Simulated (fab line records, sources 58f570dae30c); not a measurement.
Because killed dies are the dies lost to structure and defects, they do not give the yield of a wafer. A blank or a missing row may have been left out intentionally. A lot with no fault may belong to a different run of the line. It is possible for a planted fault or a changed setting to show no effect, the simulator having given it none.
The tool behind it: which one? + flow berkeleyCmos170 + 7 lots with 21 wafers sampled at 3 steps, on a route of 331 steps

## WHAT THE GAUGES READ, wafer by wafer
UCB170_NVT_TW_MEAS_09.
| lot  | measured     | on           | NVT_TW      |
|------|--------------|--------------|-------------|
| L730 | day 7 01:19  | filmMetro-02 | 533 531 532 |
| L731 | day 7 01:41  | filmMetro-02 | 530 527 528 |
| L734 | day 7 16:26  | filmMetro-02 | 530 531 531 |
| L738 | day 8 11:37  | filmMetro-04 | 533 532 531 |
| L747 | day 11 01:05 | filmMetro-04 | 485 484 486 |
| L750 | day 11 07:59 | filmMetro-01 | 521 517 520 |
| L752 | day 11 14:55 | filmMetro-04 | 536 534 535 |

## EACH LOT AND THE TOOL THAT RAN IT (in order: tool; ch and the chambers of the sampled wafers; start)
| lot  | UCB170_ACTIVE_STRIP_16             | UCB170_NVT_IMPLANT_07           |
|------|------------------------------------|---------------------------------|
| L730 | plasmaAsher-01 ch 0,1, day 5 02:29 | implanter-02 ch 0, day 7 01:05  |
| L731 | plasmaAsher-02 ch 0,1, day 5 03:02 | implanter-01 ch 0, day 7 01:28  |
| L734 | plasmaAsher-03 ch 0,1, day 5 18:23 | implanter-04 ch 0, day 7 16:11  |
| L738 | plasmaAsher-01 ch 0,1, day 6 17:17 | implanter-02 ch 0, day 8 11:22  |
| L747 | plasmaAsher-03 ch 0,1, day 9 06:06 | implanter-02 ch 0, day 11 00:50 |
| L750 | plasmaAsher-03 ch 0,1, day 9 14:23 | implanter-01 ch 0, day 11 07:46 |
| L752 | plasmaAsher-03 ch 0,1, day 9 23:43 | implanter-04 ch 0, day 11 14:43 |
- UCB170_ACTIVE_STRIP_16: strips in O2.
- UCB170_NVT_IMPLANT_07

## THE ANSWER, worked out from the rows above alone
Rule: the usual values come from the lots themselves. The widest of any qualifying gaps counts: lots, ordered by their means at a reading, are off when they make up no more than a third of the lots, leave a main group of 4 or more, and stand apart from it by 3 or more times the standard deviation of that group's means. The tables above print the reading to a certain number of digits; a main group whose means all agree to those digits is not used. Also off: a lot with no number at a reading for which 4 or more lots have one. The other lots that the step has rows for count as sound.
Off: L747, seen at UCB170_NVT_TW_MEAS_09 (NVT_TW). The main group has a mean of 530 with a standard deviation of 5.
If a tool, at a process step before that reading, ran all the lots that are off and no sound lot after the first of them, it fits. Those tools and the gauges at UCB170_NVT_TW_MEAS_09 are tried in the same way. One candidate fits, namely implanter-02 at UCB170_NVT_IMPLANT_07. Its last sound lot is L738 (day 8 11:22), its first lot that is off L747 (day 11 00:50): a fault that began between those two fits.

## WHAT WAS PUT IN BY THE SIMULATOR
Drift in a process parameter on implanter-02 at UCB170_NVT_IMPLANT_07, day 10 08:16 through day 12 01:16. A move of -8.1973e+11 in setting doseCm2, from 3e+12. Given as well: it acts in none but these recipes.
Shown lots that were struck: L747. The same result came from the rule above.
